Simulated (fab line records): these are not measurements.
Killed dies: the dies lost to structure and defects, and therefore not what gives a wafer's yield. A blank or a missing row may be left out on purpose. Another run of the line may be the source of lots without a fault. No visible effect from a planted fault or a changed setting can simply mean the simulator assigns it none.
Which tool did it? ; flow ritCmos ; 14 lots with 42 wafers sampled at 2 steps, on a route of 202 steps

== WHAT THE GAUGES SHOWED, per wafer ==
RIT_GATE_THK_MEAS_07.
lot;measured;on;GATE_OXIDE_THK (nm)
L421;day 2 15:11;filmMetro-02;2.96 3.06 3.02
L422;day 2 20:42;filmMetro-03;3.04 3.03 3.00
L423;day 3 01:13;filmMetro-03;3.11 3.02 3.03
L424;day 3 05:23;filmMetro-02;3.15 3.03 3.09
L425;day 3 11:49;filmMetro-03;2.99 2.98 3.07
L426;day 3 15:38;filmMetro-04;3.03 3.09 3.09
L427;day 3 21:42;filmMetro-04;2.96 2.93 3.05
L434;day 5 07:37;filmMetro-03;2.75 2.83 2.74
L435;day 5 16:45;filmMetro-04;2.76 2.75 2.78
L437;day 5 22:54;filmMetro-02;3.09 3.12 3.12
L438;day 6 03:15;filmMetro-03;3.00 2.94 2.91
L440;day 6 17:52;filmMetro-02;2.92 2.97 2.91
L442;day 7 00:25;filmMetro-04;3.01 3.00 3.04
L443;day 7 07:12;filmMetro-02;3.13 3.10 3.08

== WHAT TOOL EACH LOT RAN ON (gives the tool, then ch and the chambers of the sampled wafers, and finally the start) ==
lot;RIT_GATE_OXIDATION_05
L421;furnace-03 ch 0, day 2 13:52
L422;furnace-03 ch 0, day 2 19:22
L423;furnace-03 ch 0, day 2 23:53
L424;furnace-01 ch 0, day 3 04:03
L425;furnace-01 ch 0, day 3 10:29
L426;furnace-03 ch 0, day 3 14:18
L427;furnace-01 ch 0, day 3 20:21
L434;furnace-03 ch 0, day 5 06:17
L435;furnace-03 ch 0, day 5 14:07
L437;furnace-01 ch 0, day 5 21:34
L438;furnace-01 ch 0, day 6 01:55
L440;furnace-04 ch 0, day 6 14:15
L442;furnace-04 ch 0, day 6 23:05
L443;furnace-01 ch 0, day 7 05:14
- RIT_GATE_OXIDATION_05: target thk 3 nm, ox time 270 s.

== WHAT THE TOOLS THEMSELVES READ (means of the sampled wafers that have a number; where no wafer has one, the mark that the record gives instead) ==
RIT_GATE_OXIDATION_05.
lot;tool;spikeTcCentreC (C);spikeTcSourceC (C);tubeCenterTempC (C);tube_center_temp_C_max
L421;furnace-03;905.2;922.5;899.99;902.0
L422;furnace-03;903.5;921.6;900.05;902.2
L423;furnace-03;903.8;922.7;899.99;902.4
L424;furnace-01;902.5;924.7;900.03;902.0
L425;furnace-01;902.3;925.5;899.99;902.7
L426;furnace-03;903.9;921.8;900.03;902.7
L427;furnace-01;903.7;925.3;899.99;902.6
L434;furnace-03;898.8;916.7;894.98;897.2
L435;furnace-03;898.2;916.4;895.03;897.4
L437;furnace-01;903.1;925.7;900.01;902.4
L438;furnace-01;903.6;926.1;899.98;902.0
L440;furnace-04;901.4;920.1;900.02;902.1
L442;furnace-04;901.5;920.8;899.98;902.5
L443;furnace-01;902.8;924.6;900.01;902.3

== THE ANSWER, worked out from the rows above alone ==
Rule: usual is defined by the lots themselves. The widest of any qualifying gaps counts: lots, ordered by their means at a reading, are off when they make up no more than a third of the lots, leave a main group of 4 or more, and stand apart from it by 3 or more times the standard deviation of that group's means. If all means in a main group match to the digits the tables above print for the reading, that group is not used. Also off: a lot with no number at a reading for which 4 or more lots have one. Where the step has rows for the other lots, those lots are counted as sound. After the gauges, taken in route order, come the tools' own readings; for these a lot's mean is taken, as printed above. The first step at which some lot is off is used, and at that step the reading that is off furthest; a lot without a number counts as furthest.
Off: L434, L435, at RIT_GATE_OXIDATION_05 (tubeCenterTempC). Mean 900.01 C and standard deviation 0.022 in the main group.
A tool fits if, at that step or a process step before it, it ran every lot that is off, and no sound lot after the first of them. One fits: furnace-03 at RIT_GATE_OXIDATION_05. A fault onset in the window from L426 (day 3 14:18, its last sound lot) to L434 (day 5 06:17, its first lot off) fits.
The tool's own readings at RIT_GATE_OXIDATION_05 bear it out: on the lots that are off they differ by more than 5 times the standard deviation of the sound lots' means. tubeCenterTempC reads 895.00 C there against 900.01 C on the sound lots; tube_center_temp_C_max reads 897.3 there against 902.3 on the sound lots.

== WHAT HAD BEEN PUT IN BY THE SIMULATOR ==
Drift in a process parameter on furnace-03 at RIT_GATE_OXIDATION_05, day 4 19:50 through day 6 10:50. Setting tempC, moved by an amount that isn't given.
Lots struck among those shown: L434, L435. The rule given above showed the same thing.
